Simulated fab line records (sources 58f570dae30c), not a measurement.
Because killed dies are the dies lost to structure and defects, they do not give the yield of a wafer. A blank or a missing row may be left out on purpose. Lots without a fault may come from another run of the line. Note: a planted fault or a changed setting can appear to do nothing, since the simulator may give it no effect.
Which tool is to blame? -- flow berkeleyCmos170 -- 7 lots, 21 wafers sampled, at 2 steps of a route of 331

== WHAT THE GAUGES READ, wafer by wafer ==
UCB170_WELLDRIVE_THK_MEAS_02.
lot,measured,on,WELLDRIVE_OXIDE_THK (nm)
L250,day 3 23:46,filmMetro-03,201 201 203
L257,day 5 05:48,filmMetro-02,198 198 199
L260,day 5 17:41,filmMetro-04,196 197 201
L263,day 6 12:16,filmMetro-03,180 181 184
L266,day 6 23:58,filmMetro-03,197 196 196
L270,day 7 22:21,filmMetro-04,197 196 197
L272,day 8 11:44,filmMetro-03,196 195 198

== EACH LOT AND THE TOOL THAT RAN IT (in order: tool; ch and the chambers of the sampled wafers; start) ==
lot,UCB170_WELLDRIVE_OXIDATION_01
L250,"furnace-04 ch 0, day 3 20:16"
L257,"furnace-04 ch 0, day 5 02:18"
L260,"furnace-02 ch 0, day 5 14:10"
L263,"furnace-02 ch 0, day 6 08:46"
L266,"furnace-04 ch 0, day 6 20:28"
L270,"furnace-04 ch 0, day 7 18:51"
L272,"furnace-03 ch 0, day 8 08:13"
- UCB170_WELLDRIVE_OXIDATION_01: target thk 199 nm, ox time 9000 s.

== THE ANSWER, worked out from the rows above alone ==
Rule: the lots themselves supply what counts as usual. Put in order of their means at a reading, lots are off if they are a third of the lots or fewer, leave a main group of 4 or more, and stand apart from it by a gap of 3 or more times the standard deviation of the main group's means; of several such gaps the widest counts. A main group is skipped when, at the precision printed for the reading in the tables above, its means are all equal. A lot without any number at a reading at which 4 lots or more have one is off too. The other lots that the step has rows for count as sound.
Off: L263, at UCB170_WELLDRIVE_THK_MEAS_02 (WELLDRIVE_OXIDE_THK). Mean 198 nm and standard deviation 1.9 in the main group.
If a tool, at a process step before that reading, ran all the lots that are off and no sound lot after the first of them, it fits. Gauges at UCB170_WELLDRIVE_THK_MEAS_02: tried the same way as those tools. One fits: furnace-02 at UCB170_WELLDRIVE_OXIDATION_01. A fault onset in the window from L260 (day 5 14:10, its last sound lot) to L263 (day 6 08:46, its first lot off) fits.

== WHAT WAS PUT IN BY THE SIMULATOR ==
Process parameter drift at UCB170_WELLDRIVE_OXIDATION_01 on furnace-02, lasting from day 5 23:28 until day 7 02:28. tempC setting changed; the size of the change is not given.
Shown lots that were struck: L263. Same finding as the rule above.
